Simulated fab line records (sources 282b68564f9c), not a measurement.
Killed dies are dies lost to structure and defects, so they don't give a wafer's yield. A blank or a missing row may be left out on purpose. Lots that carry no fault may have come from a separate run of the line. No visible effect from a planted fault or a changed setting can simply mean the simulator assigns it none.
The tool behind it: which one? | flow rit cmos | 14 lots, 42 wafers sampled, at 2 steps of a route of 202

WHAT EACH GAUGE READ, for each wafer
RIT_GATE_THK_MEAS_07. Usual: GATE_OXIDE_THK 3.02 nm, standard deviation 0.059.
lot  | measured    | on            | GATE_OXIDE_THK (nm) | flag
L398 | day 2 15:47 | film metro-04 | 2.99 3.07 3.07      |
L400 | day 2 21:07 | film metro-01 | 2.93 2.86 2.92      |
L407 | day 4 10:40 | film metro-01 | 3.86 3.86 3.86      | OFF
L409 | day 4 23:49 | film metro-04 | 3.78 3.83 3.77      | OFF
L410 | day 5 02:01 | film metro-04 | 2.98 3.03 3.01      |
L411 | day 5 09:33 | film metro-01 | 3.04 3.07 3.01      |
L412 | day 5 13:19 | film metro-01 | 3.12 2.99 3.00      |
L413 | day 5 16:31 | film metro-01 | 3.07 3.09 2.99      |
L414 | day 5 22:09 | film metro-04 | 2.89 2.90 2.91      |
L415 | day 6 05:19 | film metro-01 | 2.98 2.99 2.95      |
L417 | day 6 13:15 | film metro-01 | 3.04 3.07 3.10      |
L419 | day 7 00:12 | film metro-02 | 3.01 3.10 3.09      |
L420 | day 7 01:34 | film metro-04 | 3.11 3.12 3.07      |
L421 | day 7 09:47 | film metro-01 | 3.01 3.01 3.01      |

TOOL THAT RAN EACH LOT (tool first, then ch and the chambers of the sampled wafers, then the start)
lot  | RIT_GATE_OXIDATION_05
L398 | furnace-01 ch 0, day 2 14:27
L400 | furnace-04 ch 0, day 2 19:25
L407 | furnace-01 ch 0, day 4 09:20
L409 | furnace-01 ch 0, day 4 21:10
L410 | furnace-03 ch 0, day 5 00:37
L411 | furnace-03 ch 0, day 5 07:03
L412 | furnace-03 ch 0, day 5 10:40
L413 | furnace-04 ch 0, day 5 15:10
L414 | furnace-04 ch 0, day 5 18:35
L415 | furnace-04 ch 0, day 6 02:41
L417 | furnace-03 ch 0, day 6 10:03
L419 | furnace-03 ch 0, day 6 22:53
L420 | furnace-03 ch 0, day 7 00:12
L421 | furnace-03 ch 0, day 7 06:31
- RIT_GATE_OXIDATION_05: target thk 3 nm, ox time 270 s.

WHAT THE TOOLS THEMSELVES READ (means of the sampled wafers that have a number; where no wafer has one, the mark that the record gives instead)
RIT_GATE_OXIDATION_05. Usual: spike tc centre C 902.8 C, standard deviation 1.5; spike tc load C 926.4 C, standard deviation 1.2; spike tc source C 925 C, standard deviation 4.3; tube center temp C 899.99 C, standard deviation 0.08; tube_center_temp_C_max 902.3, standard deviation 0.34.
lot  | tool       | spike tc centre C (C) | spike tc load C (C) | spike tc source C (C) | tube center temp C (C) | tube_center_temp_C_max | flag
L398 | furnace-01 | 901.0                 | 927.5               | 927                   | 899.98                 | 902.2                  |
L400 | furnace-04 | 902.2                 | 926.1               | 919                   | 899.91                 | 902.2                  |
L407 | furnace-01 | 921.7                 | 947.9               | 947                   | 920.01                 | 922.6                  | OFF
L409 | furnace-01 | 920.9                 | 947.7               | 947                   | 919.99                 | 922.8                  | OFF
L410 | furnace-03 | 904.5                 | 926.6               | 927                   | 900.03                 | 902.4                  |
L411 | furnace-03 | 904.8                 | 926.2               | 928                   | 899.92                 | 902.0                  |
L412 | furnace-03 | 903.4                 | 926.1               | 928                   | 900.01                 | 902.3                  |
L413 | furnace-04 | 901.8                 | 926.7               | 918                   | 899.97                 | 902.1                  |
L414 | furnace-04 | 901.7                 | 925.8               | 920                   | 899.96                 | 902.1                  |
L415 | furnace-04 | 902.7                 | 926.5               | 919                   | 899.97                 | 902.4                  |
L417 | furnace-03 | 904.5                 | 924.6               | 928                   | 899.99                 | 902.2                  |
L419 | furnace-03 | 903.8                 | 925.9               | 929                   | 899.90                 | 902.0                  |
L420 | furnace-03 | 904.1                 | 926.2               | 928                   | 900.00                 | 902.4                  |
L421 | furnace-03 | 904.2                 | 926.0               | 928                   | 899.99                 | 902.2                  |

THE ANSWER, worked out from the rows above alone
Rule: lot off if the mean of its wafers having a number is beyond 3 standard deviations from the usual mean. A lot without any number at a reading at which 4 lots or more have one is off too. Any other lot the step has rows for is counted as sound. After the gauges, taken in route order, come the tools' own readings; for these a lot's mean is taken, as printed above. At the first step where some lot is off, the reading lying furthest off is the one used; lots without a number count as furthest.
Off: at RIT_GATE_THK_MEAS_07 (GATE_OXIDE_THK), L407, L409.
A tool fits if, at a process step before that reading, it ran every lot that is off, and no sound lot after the first of them. The gauges at RIT_GATE_THK_MEAS_07 aren't tried: what is off there is off at RIT_GATE_OXIDATION_05 too, on other tools, and a gauge's error can't cause that. One fits: furnace-01 at RIT_GATE_OXIDATION_05. A fault onset in the window from L398 (day 2 14:27, its last sound lot) to L407 (day 4 09:20, its first lot off) fits.
The tool's own readings at RIT_GATE_OXIDATION_05 bear it out: on the lots that are off they differ by more than 5 times the standard deviation of the sound lots' means. spike tc centre C reads 921.3 C there against 903.2 C on the sound lots; spike tc load C reads 947.8 C there against 926.2 C on the sound lots; spike tc source C reads 947 C there against 925 C on the sound lots; tube center temp C reads 920.00 C there against 899.97 C on the sound lots; tube_center_temp_C_max reads 922.7 there against 902.2 on the sound lots.

WHAT THE SIMULATOR HAD INSERTED
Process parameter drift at RIT_GATE_OXIDATION_05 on furnace-01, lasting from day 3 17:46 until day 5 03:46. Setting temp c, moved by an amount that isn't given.
Lots struck among those shown: L407, L409. The same result came from the rule above.
